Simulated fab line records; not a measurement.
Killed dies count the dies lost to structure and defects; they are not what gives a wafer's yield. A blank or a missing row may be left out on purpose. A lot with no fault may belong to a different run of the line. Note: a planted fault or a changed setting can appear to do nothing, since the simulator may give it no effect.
Which tool is to blame? | flow rit_cmos | 45 wafers from 15 lots sampled at 2 of the route's 202 steps

## WHAT EACH GAUGE READ, for each wafer
RIT_FOX2_THK_MEAS_91.
lot  | measured    | on            | FIELD_OXIDE_LEFT_2_THK (nm)
L919 | day 2 08:31 | film_metro-04 | 261 258 254
L920 | day 2 13:31 | film_metro-03 | 246 261 250
L921 | day 2 21:26 | film_metro-04 | 246 245 246
L923 | day 3 06:27 | film_metro-04 | 253 253 258
L926 | day 4 01:08 | film_metro-01 | 248 246 245
L929 | day 4 12:24 | film_metro-01 | 255 255 254
L933 | day 5 07:12 | film_metro-04 | 271 269 270
L934 | day 5 12:07 | film_metro-01 | 253 250 242
L936 | day 5 23:26 | film_metro-01 | 253 255 252
L937 | day 6 04:19 | film_metro-03 | 320 326 318
L938 | day 6 11:20 | film_metro-04 | 313 314 308
L939 | day 6 12:37 | film_metro-04 | 313 316 314
L940 | day 6 17:27 | film_metro-04 | 255 256 258
L941 | day 6 22:49 | film_metro-01 | 257 259 260
L942 | day 7 06:53 | film_metro-03 | 256 259 261

## TOOL THAT RAN EACH LOT (tool first, then ch and the chambers of the sampled wafers, then the start)
lot  | RIT_GATE_WET_ETCH_00
L919 | wet_bench-02 ch 3, day 2 08:04
L920 | wet_bench-04 ch 2, day 2 13:05
L921 | wet_bench-03 ch 1, day 2 20:59
L923 | wet_bench-02 ch 3, day 3 06:01
L926 | wet_bench-03 ch 2, day 4 00:41
L929 | wet_bench-04 ch 0, day 4 11:56
L933 | wet_bench-04 ch 3, day 5 06:47
L934 | wet_bench-04 ch 0, day 5 11:41
L936 | wet_bench-03 ch 1, day 5 23:00
L937 | wet_bench-04 ch 0, day 6 03:54
L938 | wet_bench-03 ch 3, day 6 10:53
L939 | wet_bench-03 ch 1, day 6 12:11
L940 | wet_bench-04 ch 2, day 6 17:02
L941 | wet_bench-03 ch 0, day 6 22:23
L942 | wet_bench-02 ch 2, day 7 06:26
- RIT_GATE_WET_ETCH_00: etches SiO2 in BOE, target depth 56 nm, time 60 s.

## AS READ BY THE TOOLS THEMSELVES (means over the sampled wafers that have a number; for cases with no such wafer, the mark the record gives instead)
RIT_GATE_WET_ETCH_00.
lot  | tool         | bath_heat_duty_pct (%) | run_length_s (s)
L919 | wet_bench-02 | 1.5                    | 92
L920 | wet_bench-04 | 1.3                    | 88
L921 | wet_bench-03 | 1.5                    | 91
L923 | wet_bench-02 | 1.8                    | 85
L926 | wet_bench-03 | 1.9                    | 93
L929 | wet_bench-04 | 1.7                    | 86
L933 | wet_bench-04 | 1.6                    | 88
L934 | wet_bench-04 | 1.7                    | 87
L936 | wet_bench-03 | 1.6                    | 85
L937 | wet_bench-04 | -                      | -
L938 | wet_bench-03 | -                      | -
L939 | wet_bench-03 | -                      | -
L940 | wet_bench-04 | 1.6                    | 86
L941 | wet_bench-03 | 2.3                    | 86
L942 | wet_bench-02 | 1.9                    | 94

## THE ANSWER, worked out from the rows above alone
Rule: what is usual is taken from the lots themselves. Put in order of their means at a reading, lots are off if they are a third of the lots or fewer, leave a main group of 4 or more, and stand apart from it by a gap of 3 or more times the standard deviation of the main group's means; of several such gaps the widest counts. The tables above print the reading to a certain number of digits; a main group whose means all agree to those digits is not used. A lot without any number at a reading at which 4 lots or more have one is off too. The other lots that the step has rows for count as sound. First the gauges in route order, then the tools' own readings, where a lot's mean is used as printed above. The first step at which some lot is off is used, and at that step the reading that is off furthest; a lot without a number counts as furthest.
Off: at RIT_FOX2_THK_MEAS_91 (FIELD_OXIDE_LEFT_2_THK), L937, L938, L939. The main group has a mean of 255 nm with a standard deviation of 6.3.
A tool fits if, at a process step before that reading, it ran every lot that is off, and no sound lot after the first of them. Not tried: the gauges at RIT_FOX2_THK_MEAS_91; whatever is off there is also off at RIT_GATE_WET_ETCH_00, on other tools, and gauge error can't account for it. None of those tried fits.

## WHAT THE SIMULATOR HAD PUT IN
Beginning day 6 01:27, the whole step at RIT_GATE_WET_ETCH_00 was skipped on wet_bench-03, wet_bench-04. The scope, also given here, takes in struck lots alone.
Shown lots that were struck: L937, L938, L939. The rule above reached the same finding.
